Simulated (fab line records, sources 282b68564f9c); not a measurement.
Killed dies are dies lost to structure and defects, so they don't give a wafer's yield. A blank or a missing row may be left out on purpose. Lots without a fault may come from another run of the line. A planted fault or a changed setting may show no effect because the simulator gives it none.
fab line records | flow rit_cmos
record lots=15 wafers=45 last_day=8
route steps=202 shown PWELL@45 GATE@91 NLDD@160 M1@199
lots that met no fault: from a run of the same line without faults
start_h: hours from the record's first day to the start of the lot's first wafer shown | wait_h: hours since the lot's step before | " the same as in the row above | L1.1+2: a row that stands for several wafers | - no value, or no start given | * or withheld: withheld | < > ~ a bound
route shown NAME@n: a module of which the file shows steps, and the number in the route of the first | usual: mean/standard deviation of fault-free wafers | same: alike in all rows | chamber/n: place in a boat | sites: the reading at each site | _std_site: their standard deviation | _edge_site: outer sites' mean less inner sites' | radius_mm: how far each site lies from the wafer's centre | mask NAME#n: copy n | behind: the tool/chamber that last shaped the wafer | hold: why the lot was held/for how many hours/how that ended | device: the transistor (n, p or np) that didn't switch | end of line: the same wafers' tests at the end of the route | a step without rows: its recipe alone | killed: dies lost to structure and defects at the first sort, not the wafer's yield | map: a wafer's dies, x killed, . not, _ none there
set.NAME: the setting as run; set.NAME@STEP: as run at that earlier step | model.NAME: the simulator's own value behind a step, which no gauge read
steps of the route over a sample of lots; a table a step, a row a wafer
services: from which hour (start_h, from the record's first day; less than 0 if before it) a tool's chamber was out of use, for how many hours, and why
## steps
# step RIT_PWELL_OVL_MEAS_06
# usual PWELL_OVL=0.9/1.4
# columns lot.wafer tool chamber start_h wait_h PWELL_OVL[nm]
L493.1 overlay-01 - 25.08 - 1.5
L493.3 " - " " 0.5
L493.4 " - " " 0.6
L495.1 overlay-02 - 33.45 - 0.7
L495.2 " - " " 2.5
L495.5 " - " " 0.9
L496.2 overlay-01 - 39.01 - 1.4
L496.3 " - " " 1.3
L496.5 " - " " 1.0
L497.1 overlay-01 - 44.32 - 0.6
L497.2 " - " " 0.5
L497.4 " - " " -1.0
L498.1 overlay-02 - 49.19 - 2.1
L498.4 " - " " 0.4
L498.6 " - " " 2.3
L502.1 overlay-02 - 67.83 - 0.0
L502.5 " - " " 0.4
L502.6 " - " " -0.5
L503.1 overlay-02 - 73.49 - 2.1
L503.4 " - " " 2.4
L503.5 " - " " 2.4
L505.1 overlay-01 - 84.97 - -0.4
L505.2 " - " " 1.8
L505.6 " - " " 1.6
L509.1 overlay-01 - 102.95 - -0.5
L509.5 " - " " -0.4
L509.6 " - " " 0.8
L510.1 overlay-01 - 108.83 - -1.2
L510.5 " - " " -0.7
L510.6 " - " " 0.8
L511.2 overlay-01 - 114.31 - 1.0
L511.4 " - " " -0.3
L511.6 " - " " 0.1
L513.3 overlay-02 - 125.04 - 1.3
L513.4 " - " " 3.1
L513.5 " - " " 3.4
L514.2 overlay-02 - 127.63 - 0.3
L514.3 " - " " 4.2
L514.4 " - " " 3.5
L515.1 overlay-02 - 135.11 - 3.0
L515.5 " - " " 3.1
L515.6 " - " " 3.4
L516.1 overlay-01 - 139.55 - -1.2
L516.4 " - " " 0.2
L516.6 " - " " 0.6
# step RIT_GATE_DEVELOP_15
# recipe resist=NOVOLAK develop_time_s=52.32 dev_temp_c=23
# usual chill_plate_temp_C=23.01/0.094 develop_time_s=52.32/0
# columns lot.wafer tool chamber start_h wait_h chill_plate_temp_C develop_time_s
L493.1 litho_track-03 0 40 - 23.06 52.32
L493.3 " 0 " " 23.03 52.32
L493.4 " 0 " " 23.05 52.32
L495.1 litho_track-03 0 47 - 23.01 52.32
L495.2 " 0 " " 22.97 52.32
L495.5 " 0 " " 23.11 52.32
L496.2 litho_track-01 0 52 - 22.86 52.32
L496.3 " 0 " " 22.84 52.32
L496.5 " 0 " " 22.91 52.32
L497.1 litho_track-03 0 60 - 23.06 52.32
L497.2 " 0 " " 22.96 52.32
L497.4 " 0 " " 23.08 52.32
L498.1 litho_track-03 0 63 - 22.92 52.32
L498.4 " 0 " " 23.03 52.32
L498.6 " 0 " " 23.00 52.32
L502.1 litho_track-03 0 85 - 23.17 52.32
L502.5 " 0 " " 23.14 52.32
L502.6 " 0 " " 23.05 52.32
L503.1 litho_track-01 0 88 - 22.89 52.32
L503.4 " 0 89 - 22.85 52.32
L503.5 " 0 " " 23.04 52.32
L505.1 litho_track-02 0 103 - 23.02 52.32
L505.2 " 0 " " 23.09 52.32
L505.6 " 0 " " 23.10 52.32
L509.1 litho_track-01 - 117 - - -
L509.5 " - " " - -
L509.6 " - " " - -
L510.1 litho_track-03 - 123 - - -
L510.5 " - " " - -
L510.6 " - " " - -
L511.2 litho_track-02 - 131 - - -
L511.4 " - " " - -
L511.6 " - " " - -
L513.3 litho_track-03 0 144 - 23.13 52.32
L513.4 " 0 " " 23.17 52.32
L513.5 " 0 " " 23.14 52.32
L514.2 litho_track-01 0 144 - 22.90 52.32
L514.3 " 0 " " 23.05 52.32
L514.4 " 0 " " 23.00 52.32
L515.1 litho_track-02 0 154 - 23.00 52.32
L515.5 " 0 " " 23.09 52.32
L515.6 " 0 " " 23.14 52.32
L516.1 litho_track-02 0 163 - 22.99 52.32
L516.4 " 0 " " 23.01 52.32
L516.6 " 0 " " 22.96 52.32
# step RIT_SDANNEAL_RS_MEAS_07
# recipe thk_meas_gauge=four-point-probe
# usual NLDD_RS=151.7/0.53
# columns lot.wafer tool chamber start_h wait_h NLDD_RS[ohm/sq]
L493.1 film_metro-04 - 53.48 0.1 151.0
L493.3 " - " " 151.7
L493.4 " - " " 150.6
L495.1 film_metro-02 - 61.47 0.1 152.1
L495.2 " - " " 151.8
L495.5 " - " " 152.2
L496.2 film_metro-02 - 65.77 0.1 151.8
L496.3 " - " " 151.3
L496.5 " - " " 151.8
L497.1 film_metro-01 - 75.12 0.1 151.8
L497.2 " - " " 152.0
L497.4 " - " " 151.7
L498.1 film_metro-02 - 76.79 0.1 150.6
L498.4 " - " " 150.6
L498.6 " - " " 151.1
L502.1 film_metro-02 - 100.23 0.1 151.1
L502.5 " - " " 151.1
L502.6 " - " " 151.0
L503.1 film_metro-02 - 102.13 0.1 151.7
L503.4 " - " " 151.4
L503.5 " - " " 152.0
L505.1 film_metro-01 - 116.52 0.1 151.6
L505.2 " - " " 151.4
L505.6 " - " " 151.9
L513.3 film_metro-04 - 159.77 0.1 152.2
L513.4 " - " " 152.2
L513.5 " - " " 152.2
L514.2 film_metro-01 - 161.24 0.1 152.2
L514.3 " - " " 152.1
L514.4 " - " " 152.4
L515.1 film_metro-02 - 169.59 0.1 152.2
L515.5 " - " " 151.6
L515.6 " - " " 151.7
L516.1 film_metro-04 - 181.56 0.1 152.1
L516.4 " - " " 151.9
L516.6 " - " " 152.1
# step RIT_M1_CD_MEAS_90
# recipe target_cd_nm=2600
# usual cd_nm=2600/3.2
# columns lot.wafer tool chamber start_h wait_h cd_nm
L493.1 cd_sem-02 - 58.97 0.1 2600
L493.3 " - " " 2602
L493.4 " - " " 2597
L495.1 cd_sem-01 - 66.92 0.1 2595
L495.2 " - " " 2598
L495.5 " - " " 2598
L496.2 cd_sem-01 - 71.39 0.1 2598
L496.3 " - " " 2598
L496.5 " - " " 2599
L497.1 cd_sem-01 - 80.38 0.1 2601
L497.2 " - " " 2598
L497.4 " - " " 2596
L498.1 cd_sem-01 - 82.05 0.1 2601
L498.4 " - " " 2604
L498.6 " - " " 2600
L502.1 cd_sem-01 - 105.36 0.1 2598
L502.5 " - " " 2600
L502.6 " - " " 2600
L503.1 cd_sem-02 - 107.38 0.1 2597
L503.4 " - " " 2605
L503.5 " - " " 2599
L505.1 cd_sem-01 - 121.69 0.1 2603
L505.2 " - " " 2601
L505.6 " - " " 2601
L513.3 cd_sem-01 - 165.08 0.1 2601
L513.4 " - " " 2603
L513.5 " - " " 2604
L514.2 cd_sem-01 - 166.37 0.1 2598
L514.3 " - " " 2597
L514.4 " - " " 2603
L515.1 cd_sem-01 - 174.85 0.1 2602
L515.5 " - " " 2600
L515.6 " - " " 2602
L516.1 cd_sem-02 - 186.95 0.1 2605
L516.4 " - " " 2604
L516.6 " - " " 2608
## services
# columns tool chamber start_h hours kind
litho_track-01 - 150.54 - consumable_replace:filter
## key
first_sign step=RIT_GATE_DEVELOP_15 reading=tool_record direction=missing
effect none on later readings
met_at RIT_GATE_DEVELOP_15
struck_lots L509,L510,L511
later_rows_left_out L509.1,L509.5,L509.6,L510.1,L510.5,L510.6,L511.2,L511.4,L511.6
sort_left_out L509.1,L509.5,L509.6,L510.1,L510.5,L510.6,L511.2,L511.4,L511.6
tester_left_out L509,L510,L511
not_acting_at RIT_PWELL_OVL_MEAS_06,RIT_SDANNEAL_RS_MEAS_07,RIT_M1_CD_MEAS_90
onset_between 103 117
fault kind=skipped_step_whole tool=litho_track-01,litho_track-02,litho_track-03 chamber=- onset_h=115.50 steps=RIT_GATE_DEVELOP_15 scope=struck_lots_only
# tester_left_out: of these lots the tester's yield and bins aren't shown, on N5 and GAA mostly nor the transistor test; their killed dies are dies lost to structure and defects alone, not to doping, threshold or leakage, so they don't give the yield
# sort_left_out: the simulated sort isn't trusted on such a fault, so these wafers' sort isn't shown, and their yield isn't known
# later_rows_left_out: the simulator's readings of these wafers behind a module that went badly wrong aren't trusted and aren't shown, but for the sort
